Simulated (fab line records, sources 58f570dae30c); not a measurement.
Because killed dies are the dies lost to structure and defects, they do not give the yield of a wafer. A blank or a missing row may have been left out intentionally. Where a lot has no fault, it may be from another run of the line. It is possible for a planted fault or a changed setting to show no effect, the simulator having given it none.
A struck lot beside a sound one + flow berkeley cmos170 + 20 out of 331 route steps
Sound: the wafers L660.4, L660.5, L660.6. Struck: wafers L666.1, L666.5, L666.6. At the end, the cause is stated.
At each step with rows: each side's tool, then ch and its chambers, then its first start. Under that, the readings that differ: sound wafers + struck wafers + difference of the means + sigmas: that difference in standard deviations of wafers without a fault.
alike: readings with means less than 2 such deviations apart, plus words and numbers identical on both sides. not compared: withheld readings, readings lacking a value on some wafer, bounds such as >300 that could conceal the same value, and numbers that have no deviation in the record and whose values overlap.
The two part at a step that has a row with sigmas, a row that says differs or no value, or rows on one side only. Numbers that don't overlap but have no deviation are shown without sigmas and don't part them. A reading missing from all wafers of one side parts the sides only when that side holds two or more wafers.

first, 1 step without rows for these wafers: UCB170_NWELL_OXIDATION_01 (target thk 26.4 nm, ox time 1260 s).
UCB170_NWELL_THK_MEAS_02:
  sound: film metro-04 at day 3 20:45; struck: film metro-02 at day 5 15:27
  alike: NWELL_OXIDE_THK
then, 2 steps without rows for these wafers: UCB170_NWELL_ANNEAL_03 (time 900 s); UCB170_NWELL_CVD_04 (deposits Si3N4 from SiH2Cl2/NH3, target thk 224 nm, time 3360 s).
UCB170_NWELL_THK_MEAS_05:
  sound: film metro-02 at day 4 07:27; struck: film metro-04 at day 5 20:27
  alike: NWELL_NITRIDE_THK
then, 6 steps without rows for these wafers: UCB170_NWELL_HMDS_06 (prime time 60 s); UCB170_NWELL_COAT_07 (resist thk 900 nm); UCB170_NWELL_SOFTBAKE_08 (time 60 s); UCB170_NWELL_EXPOSE_09 (exposes mask NWELL, target cd 3000 nm); UCB170_NWELL_PEB_10; UCB170_NWELL_DEVELOP_11 (develop time 45 s).
UCB170_NWELL_OVL_MEAS_12:
  sound: overlay-02 at day 4 09:20; struck: overlay-02 at day 5 22:42
  alike: NWELL_OVL
UCB170_NWELL_ETCH_13: etches Si3N4 in CH3F/Ar/O2, stops on SiO2, target depth 246.4 nm, time 154 s.
  sound on rie diel-04 ch 1,2,3, day 4 09:20; struck on rie diel-04 ch 0,3, day 5 22:44
| reading                                | sound             | struck            | difference | sigmas |
|----------------------------------------|-------------------|-------------------|------------|--------|
| model.KrF_of_NWELL_COAT_07.thk nm (nm) | 716.1 716.1 721.9 | 616.9 614.9 606.9 | -105.1     |        |
  alike: drypump motor current A, oes product au, throttle valve pct
  not compared: rf hours counter h
next, for these wafers, 1 step has no rows: UCB170_NWELL_IMPLANT_14.
UCB170_NWELL_STRIP_15: strips in O2.
  sound on plasma asher-02 ch 0,1, day 4 09:38; struck on plasma asher-04 ch 0,1, day 5 22:59
| reading                      | sound             | struck            | difference | sigmas |
|------------------------------|-------------------|-------------------|------------|--------|
| strip time to endpoint s (s) | 17.88 17.89 18.03 | 15.58 15.53 15.33 | -2.45      | -30    |
  alike: drypump motor current A, oes product au
  not compared: rf hours counter h
UCB170_NWELL_TW_MEAS_16:
  sound: film metro-02 at day 4 09:44; struck: film metro-04 at day 5 23:05
  alike: NWELL_TW
then, 1 step without rows for these wafers: UCB170_NWELL_CLEAN_17 (cleans in SPM, time 600 s).
UCB170_NWELL_WET_ETCH_18: etches Si3N4 in H3PO4, time 14400 s.
  sound on wet bench-03 ch 0, day 4 10:07; struck on wet bench-03 ch 0, day 5 23:28
| reading                                      | sound | struck            | difference | sigmas |
|----------------------------------------------|-------|-------------------|------------|--------|
| model.SiO2_of_NWELL_OXIDATION_01.thk nm (nm) | 0 0 0 | 26.17 26.79 26.65 | +26.54     |        |
then, 2 steps without rows for these wafers: UCB170_NWELL_WET_ETCH_19 (etches SiO2 in BOE, time 22 s); UCB170_M3_PROBE_99.

WHERE THEY PART
Only at UCB170_NWELL_STRIP_15, as far as this record shows. Later steps at which nothing parts them and some readings are alike: UCB170_NWELL_TW_MEAS_16.

WHY: the cause the simulator had injected
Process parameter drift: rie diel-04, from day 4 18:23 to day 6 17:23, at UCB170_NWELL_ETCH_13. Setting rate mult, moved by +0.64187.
